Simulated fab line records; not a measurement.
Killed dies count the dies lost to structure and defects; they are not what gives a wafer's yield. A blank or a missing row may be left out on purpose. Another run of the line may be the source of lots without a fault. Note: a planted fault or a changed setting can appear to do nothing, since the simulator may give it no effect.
Split-lot study    flow berkeley-cmos170    on a route of 331 steps: 5 lots, 23 wafers read

ABOUT THE SPLIT
At UCB170_SILICIDE_SPUTTER_01 (material Ti, target thk 30 nm, time 25 s), the setting power-w was moved away from the recipe's 1500 W on 9 of the 23 wafers read, by -8.8% to +11.0%. The other wafers ran this setting at the recipe's value.

FROM THE SPLIT ON TO THE READING: in between, the file shows 1 step
- UCB170_SILICIDE_RS_MEAS_02: measures by four-point-probe

THE READING
SILICIDE_TI_THK, in nm, at UCB170_SILICIDE_THK_MEAS_03 (measures by xrf). Typical for fault-free wafers on this fab line: 30.5 nm, with standard deviation 0.37 nm.

wafer   tool, chamber at the split  power-w as run, W  against the recipe  SILICIDE_TI_THK, nm  against lot-mates on the recipe
L074.2  pvd-sputter-02, -           1368               -8.8%               28.2                 -2.6
L074.3  pvd-sputter-02, -           1368               -8.8%               28.0                 -2.8
L074.4  pvd-sputter-02, -           1500               recipe              31.0                 -
L074.5  pvd-sputter-02, -           1500               recipe              30.6                 -
L074.6  pvd-sputter-02, -           1368               -8.8%               28.2                 -2.6
L076.1  pvd-sputter-03, -           1500               recipe              31.1                 -
L076.2  pvd-sputter-03, -           1500               recipe              31.2                 -
L076.3  pvd-sputter-03, -           1665               +11.0%              34.6                 +3.5
L076.4  pvd-sputter-03, -           1665               +11.0%              34.9                 +3.8
L076.6  pvd-sputter-03, -           1665               +11.0%              34.5                 +3.4
L078.3  pvd-sputter-04, -           1500               recipe              30.6                 -
L078.4  pvd-sputter-04, -           1500               recipe              30.8                 -
L078.6  pvd-sputter-04, -           1500               recipe              30.3                 -
L080.1  pvd-sputter-04, -           1500               recipe              30.3                 -
L080.2  pvd-sputter-04, -           1658               +10.5%              33.2                 +3.0
L080.4  pvd-sputter-04, -           1658               +10.5%              33.5                 +3.2
L080.5  pvd-sputter-04, -           1658               +10.5%              33.0                 +2.8
L080.6  pvd-sputter-04, -           1500               recipe              30.2                 -
L084.1  pvd-sputter-04, -           1500               recipe              30.1                 -
L084.2  pvd-sputter-04, -           1500               recipe              30.1                 -
L084.3  pvd-sputter-04, -           1500               recipe              30.3                 -
L084.5  pvd-sputter-04, -           1500               recipe              30.0                 -
L084.6  pvd-sputter-04, -           1500               recipe              30.2                 -

THE FIT
A straight line over all 23 wafers: SILICIDE_TI_THK changes by +0.305 nm for each +1% of power-w; r = +0.97; the points scatter about the line by 0.5 nm.
The same after taking each lot's own level away (the mean of its wafers on the recipe; 23 wafers): +0.303 nm for each +1%; r = +1.00; scatter 0.19 nm.
According to that fit, moving power-w by its largest amount changes the reading by 3.3 nm.
Measured against the standard deviation above, the lots' own levels, which go from 30.14 to 31.15 nm, span 2.7 times it.
Consequently the slope shifts little with the lot-to-lot level, the two slopes agreeing.
Check: for one of the wafers moved furthest among these (+11.0%), held out of the fit, the line's prediction against its lot-mates is +3.3 nm. Against them it came out at +3.45 nm.

OTHER SPLITS APPLIED TO THESE WAFERS
Other splits were also applied to these wafers ahead of the reading. Each is held against what the fit with the lots' levels taken away leaves over:
other split on the same wafers        wafers away from the commonest value  r with SILICIDE_TI_THK (lot level and that fit taken away)
UCB170_GATE_COAT_07 spin-rpm          7                                     +0.25
UCB170_PLDD_EXPOSE_03 dose-mj         5                                     +0.20
UCB170_SPACER_ANNEAL_02 temp-c        10                                    -0.35
UCB170_PSD_EXPOSE_03 dose-mj          6                                     -0.13
UCB170_NSD_STRIP_09 overash-fraction  5                                     -0.24

THE WHOLE CHAIN: every reading that the file lists as answering this split, in the file's order
step                         what it does                              reading                                                                            change (the file's fit)                r (the file's)
UCB170_SILICIDE_SPUTTER_01   material Ti, target thk 30 nm, time 25 s  Ti_of_SILICIDE_SPUTTER_01.thk-nm (the simulator's own value, which no gauge read)  +0.293 nm for each +1% of the setting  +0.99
UCB170_SILICIDE_RS_MEAS_02   measures by four-point-probe              SILICIDE_TI_RS                                                                     -0.275 for each +1% of the setting     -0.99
UCB170_SILICIDE_THK_MEAS_03  measures by xrf                           SILICIDE_TI_THK                                                                    +0.303 for each +1% of the setting     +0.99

THE FILE'S OWN FIT
SILICIDE_TI_THK changes by +0.303 nm for each +1% of power-w, r = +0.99.
